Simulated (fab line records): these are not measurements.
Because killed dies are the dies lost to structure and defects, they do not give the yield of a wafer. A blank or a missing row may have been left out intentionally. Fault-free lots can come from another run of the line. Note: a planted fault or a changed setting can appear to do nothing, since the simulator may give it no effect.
Comparing a struck lot with a sound one + flow berkeley_cmos170 + 15 out of 331 route steps
Sound: the wafers L378.1, L378.2, L378.3. Struck: wafers L387.1, L387.2, L387.3. At the end, the cause is stated.
For every step that has rows: the tool of each side, followed by ch and its chambers, followed by its first start. Under that, the readings that differ: sound wafers + struck wafers + difference of the means + sigmas: that difference in standard deviations of wafers without a fault.
alike: readings whose means differ by less than 2 such deviations, and words and numbers that are the same on both sides. not compared: withheld readings, readings that some wafer has no value for, bounds like >300 that may hide the same value, and numbers for which the record gives no deviation and whose values overlap.
A row with sigmas, a row that says differs or no value, or rows on one side alone: a step with any of these is where the two part. Numbers that don't overlap but have no deviation are shown without sigmas and don't part them. Lack of a reading on every wafer of one side parts them only where that side has two or more wafers.

first, 1 step without rows for these wafers: UCB170_CONTACT_CLEAN_20 (cleans in SPM, time 600 s).
UCB170_M1_SPUTTER_00: material Al, target thk 600 nm, time 80 s.
  sound on pvd_sputter-02 at day 9 07:51; struck on pvd_sputter-02 at day 11 13:08
  alike: throttle_valve_pct
UCB170_M1_RS_MEAS_01: the measuring method here is four-point-probe.
  sound on film_metro-03 at day 9 07:55; struck on film_metro-04 at day 11 13:11
  alike: M1_AL_RS
UCB170_M1_THK_MEAS_02: measures by xrf.
  sound on film_metro-03 at day 9 08:02; struck on film_metro-04 at day 11 13:19
  alike: M1_AL_THK
then, 6 steps without rows for these wafers: UCB170_M1_COAT_03; UCB170_M1_COAT_04 (resist thk 900 nm); UCB170_M1_SOFTBAKE_05 (time 60 s); UCB170_M1_EXPOSE_06 (exposes mask METAL1, target cd 700 nm); UCB170_M1_PEB_07; UCB170_M1_DEVELOP_08 (develop time 45 s).
UCB170_M1_CD_MEAS_09: target cd 700 nm.
  sound on cd_sem-01 at day 9 09:09; struck on cd_sem-02 at day 11 14:52
  alike: cd_nm
UCB170_M1_OVL_MEAS_10:
  sound on overlay-02 at day 9 09:16; struck on overlay-02 at day 11 14:59
  alike: M1_OVL
UCB170_M1_ETCH_11: etches BARC in N2/H2.
  sound on rie_diel-03 ch 0,1,3, day 9 09:19; struck on rie_diel-03 ch 0,2,3, day 11 15:01
| reading                        | sound                | struck               | difference | sigmas      |
|--------------------------------|----------------------|----------------------|------------|-------------|
| chamber_pressure_mTorr (mTorr) | 30.033 29.969 29.998 | 36.001 35.990 35.982 | +5.991     | +99 or more |
  alike: drypump_motor_current_A, oes_product_au, throttle_valve_pct
UCB170_M1_METAL_ETCH_12: etches Al in Cl2/BCl3, stops on PSG, target depth 780 nm, time 130 s.
  sound on rie_metal-02 ch 0,1, day 9 09:21; struck on rie_metal-04 ch 0,1, day 11 15:04
| reading               | sound             | struck            | difference | sigmas |
|-----------------------|-------------------|-------------------|------------|--------|
| oes_product_au (a.u.) | 0.861 0.865 0.865 | 0.857 0.849 0.841 | -0.015     | -2     |
  alike: chamber_pressure_mTorr, drypump_motor_current_A, throttle_valve_pct
  not compared: rf_hours_counter_h
UCB170_M3_PROBE_99:
  sound wafers here have rows in the record (prober-01, day 10 03:50); struck ones have none

WHERE THEY PART
First at UCB170_M1_ETCH_11; last, within this record, at UCB170_M3_PROBE_99.

WHY: what had been put in by the simulator
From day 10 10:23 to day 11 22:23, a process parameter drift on rie_diel-03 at UCB170_M1_ETCH_11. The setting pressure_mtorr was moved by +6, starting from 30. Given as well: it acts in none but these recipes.
